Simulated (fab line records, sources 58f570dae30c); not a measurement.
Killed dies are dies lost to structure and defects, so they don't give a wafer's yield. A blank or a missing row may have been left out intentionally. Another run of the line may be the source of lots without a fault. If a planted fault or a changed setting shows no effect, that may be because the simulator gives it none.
A single fault, viewed from 2 desks	flow berkeleyCmos170	each desk holds nothing but its own numbers, with what lay behind them at the end

== AT THE METROLOGY DESK ==
What the gauges read, lot by lot, whatever tool the lot ran on: means of the sampled wafers that have a number. Marked OUT: a lot whose mean sits more than 4 standard deviations from the usual mean, which makes it out of limits; the brackets give that distance.
Columns: A = NLDD_TW at UCB170_NLDD_TW_MEAS_11, usual 2234; B = NLDD_RS at UCB170_SDANNEAL_RS_MEAS_05, usual 615.7 ohm/sq
lot	first seen here	A	B
L272	day 6 03:06	2235	614.6
L276	day 7 13:37	2222	615.7
L279	day 7 13:54	2227	616.3
L278	day 7 14:02	2223	616.4
L280	day 7 22:26	2231	615.4
L282	day 7 23:34	2249	614.3
L283	day 8 11:56	2162 (-5.5) OUT	536.4 (-61) OUT
L284	day 8 18:55	2119 (-8.8) OUT	537.3 (-60) OUT
L287	day 9 10:34	2224	615.3
L289	day 9 12:18	2223	616.0
L290	day 10 02:06	2232	615.2
L292	day 10 15:30	2247	614.8
L294	day 10 15:47	2238	617.3
L295	day 11 03:16	2218	615.7
This desk finds L283, L284 out of limits, with the earliest case on L283 at day 8 11:56 (NLDD_TW at UCB170_NLDD_TW_MEAS_11). In limits: L272, L276, L279, L278, L280, L282, L287, L289, L290, L292, L294, L295.

== AT THE TOOL OWNER'S DESK: implanter-01 ==
For each lot that ran on this tool, the mean over its sampled wafers that have a number, from the tool's own readings at UCB170_NLDD_IMPLANT_08. Marked OUT: a lot whose mean sits more than 4 standard deviations from the usual mean, which makes it out of limits; the brackets give that distance.
Columns: A = tiltDeg at UCB170_NLDD_IMPLANT_08, usual 7.001 degrees
lot	first seen here	A
L280	day 7 22:02	7.019
L282	day 7 23:10	7.006
L283	day 8 11:32	0.027 (-99 or more) OUT
L284	day 8 18:32	0.019 (-99 or more) OUT
This desk finds L283, L284 out of limits, L283 being first, at day 8 11:32 (tiltDeg at UCB170_NLDD_IMPLANT_08). In limits: L280, L282.

== ALL TOGETHER ==
On L283, L284, at day 8 11:32, an alarm was possible from the tool owner's desk.
The metrology desk could have raised an alarm at day 8 11:56, on L283, L284.
Every lot named ran UCB170_NLDD_IMPLANT_08 on implanter-01.

== WHAT THE SIMULATOR HAD PUT IN ==
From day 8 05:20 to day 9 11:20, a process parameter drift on implanter-01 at UCB170_NLDD_IMPLANT_08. Setting tiltDeg, moved by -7, from 7. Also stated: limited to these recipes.
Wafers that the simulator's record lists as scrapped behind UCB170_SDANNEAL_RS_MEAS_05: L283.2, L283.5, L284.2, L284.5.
Shown lots that were struck: L283, L284.
Fault start to first reading out of limits, in hours, per desk: tool owner, 6; metrology, 7.
